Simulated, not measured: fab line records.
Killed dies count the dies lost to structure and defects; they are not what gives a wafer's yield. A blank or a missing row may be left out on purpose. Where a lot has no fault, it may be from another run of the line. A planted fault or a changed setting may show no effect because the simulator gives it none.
2 desks, one fault :: flow rit cmos :: each desk holds nothing but its own numbers, with what lay behind them at the end

== AT THE METROLOGY DESK ==
Means of the sampled wafers that have a number, per lot and without regard to the tool the lot ran on: this is what the gauges read. Any lot whose mean is over 4 standard deviations away from the usual mean is out of limits and marked OUT; that distance is given in the brackets.
Columns: A = M1_AL_RS at RIT_M1_RS_MEAS_01, usual 0.0732 ohm/sq; B = M1_AL_THK at RIT_M1_THK_MEAS_02, usual 400 nm; C = cd nm at RIT_M1_CD_MEAS_09, usual 2600.3 nm; D = M1_OVL at RIT_M1_OVL_MEAS_10, usual 0.1 nm; E = cd nm at RIT_M1_CD_MEAS_90, usual 2600.1 nm; F = M1_BOW at RIT_M1_BOW_MEAS_16, usual 17 um
lot: L338
first seen here: day 5 13:02
A: 0.0744
B: 395
C: 2602.2
D: -0.8
E: 2603.5
F: 14

lot: L339
first seen here: day 5 16:58
A: 0.0741
B: 394
C: 2602.7
D: 0.6
E: 2603.8
F: 14

lot: L345
first seen here: day 6 22:44
A: 0.0735
B: 398
C: 2600.6
D: -1.0
E: 2600.4
F: 12

lot: L347
first seen here: day 7 11:44
A: 0.0725
B: 404
C: 2599.1
D: -0.3
E: 2601.5
F: 17

lot: L349
first seen here: day 7 19:32
A: 0.0735
B: 397
C: 2598.7
D: 0.1
E: 2597.8
F: 22
Finding of this desk: none of the 5 lots has anything out of limits.

== TOOL OWNER'S DESK, rie metal-02 ==
The tool's own readings at RIT_M1_METAL_ETCH_12 (etches Al in Cl2/BCl3, stops on SiO2, time 165 s, target depth 600 nm): means of the sampled wafers that have a number, for each lot that ran on this tool. Any lot whose mean is over 4 standard deviations away from the usual mean is out of limits and marked OUT; that distance is given in the brackets.
Columns: A = chamber pressure mTorr at RIT_M1_METAL_ETCH_12, usual 100.00 mTorr; B = drypump motor current A at RIT_M1_METAL_ETCH_12, usual 5.97 A; C = oes product au at RIT_M1_METAL_ETCH_12, usual 0.776 a.u.; D = throttle valve pct at RIT_M1_METAL_ETCH_12, usual 8.26 %
lot: L339
first seen here: day 5 18:26
A: 99.95
B: 6.13
C: 0.762
D: 8.31

lot: L347
first seen here: day 7 13:26
A: 99.98
B: 6.15
C: 0.790
D: 8.29
Finding of this desk: none of the 2 lots has anything out of limits.

== BROUGHT TOGETHER ==
Nothing out of limits was seen by the metrology desk.
Nothing out of limits was seen by the tool owner's desk.

== WHAT THE SIMULATOR HAD INSERTED ==
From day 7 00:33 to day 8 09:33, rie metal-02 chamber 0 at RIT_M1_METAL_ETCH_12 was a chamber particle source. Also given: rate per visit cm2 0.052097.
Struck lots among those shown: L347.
